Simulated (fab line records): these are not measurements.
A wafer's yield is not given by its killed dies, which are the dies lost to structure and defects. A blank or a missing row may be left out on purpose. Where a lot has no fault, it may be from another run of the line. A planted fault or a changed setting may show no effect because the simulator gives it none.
2 desks, one fault / flow rit-cmos / numbers are kept per desk, each desk with only its own; the story behind them comes last

AT THE TOOL OWNER'S DESK: litho-track-03
At RIT_NWELL_SOFTBAKE_02 (time 60 s), the tool's own readings, given per lot that ran on this tool as the mean of the sampled wafers with a number. A lot is out of limits, marked OUT, if its mean lies more than 4 standard deviations from the usual mean; the brackets give that distance.
Columns: A = heater-power-total-W at RIT_NWELL_SOFTBAKE_02, usual 34.57 W; B = plate-temp-C at RIT_NWELL_SOFTBAKE_02, usual 89.99 C
lot=L821; first seen here=day 3 12:12; A=34.55; B=89.91
lot=L826; first seen here=day 4 13:05; A=28.57 (-99 or more) OUT; B=78.86 (-86) OUT
lot=L831; first seen here=day 5 13:54; A=28.58 (-99 or more) OUT; B=78.89 (-85) OUT
This desk's verdict: out of limits on L826, L831, starting with L826 at day 4 13:05 (heater-power-total-W at RIT_NWELL_SOFTBAKE_02). Within limits: L821.

METROLOGY DESK
Lot by lot, what the gauges showed, no matter which tool ran the lot: averages of those sampled wafers that carry a number. A lot is out of limits, marked OUT, if its mean lies more than 4 standard deviations from the usual mean; the brackets give that distance.
Columns: A = FOX1_OXIDE_THK at RIT_FOX1_THK_MEAS_01, usual 350 nm; B = FOX2_OXIDE_THK at RIT_FOX2_THK_MEAS_01, usual 352 nm; C = FIELD_OXIDE_LEFT_1_THK at RIT_FOX2_THK_MEAS_90, usual 325 nm; D = NWELL_OVL at RIT_NWELL_OVL_MEAS_06, usual 0.0 nm
lot=L817; first seen here=day 2 17:10; A=338; B=362; C=335; D=-1.8
lot=L821; first seen here=day 3 09:25; A=367; B=345; C=318; D=1.0
lot=L826; first seen here=day 4 10:12; A=335; B=358; C=331; D=0.1
lot=L829; first seen here=day 5 02:19; A=351; B=346; C=320; D=1.1
lot=L831; first seen here=day 5 10:59; A=356; B=347; C=320; D=0.9
lot=L833; first seen here=day 5 20:53; A=360; B=349; C=321; D=1.7
This desk found nothing out of limits on any of the 6 lots.

PUT TOGETHER
At day 4 13:05, on L826, L831, the tool owner's desk was in a position to raise an alarm.
Metrology desk: nothing out of limits seen.
The metrology desk has L826, L831 on record, within its limits.
Of the lots named, all ran RIT_NWELL_SOFTBAKE_02 on litho-track-03.

WHAT THE SIMULATOR HAD PUT IN
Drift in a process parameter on litho-track-03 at RIT_NWELL_SOFTBAKE_02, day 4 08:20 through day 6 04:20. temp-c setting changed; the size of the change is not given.
Shown lots that were struck: L826, L831.
How many hours passed from the start of the fault until each desk's first out-of-limits reading: the tool owner's desk, 5.
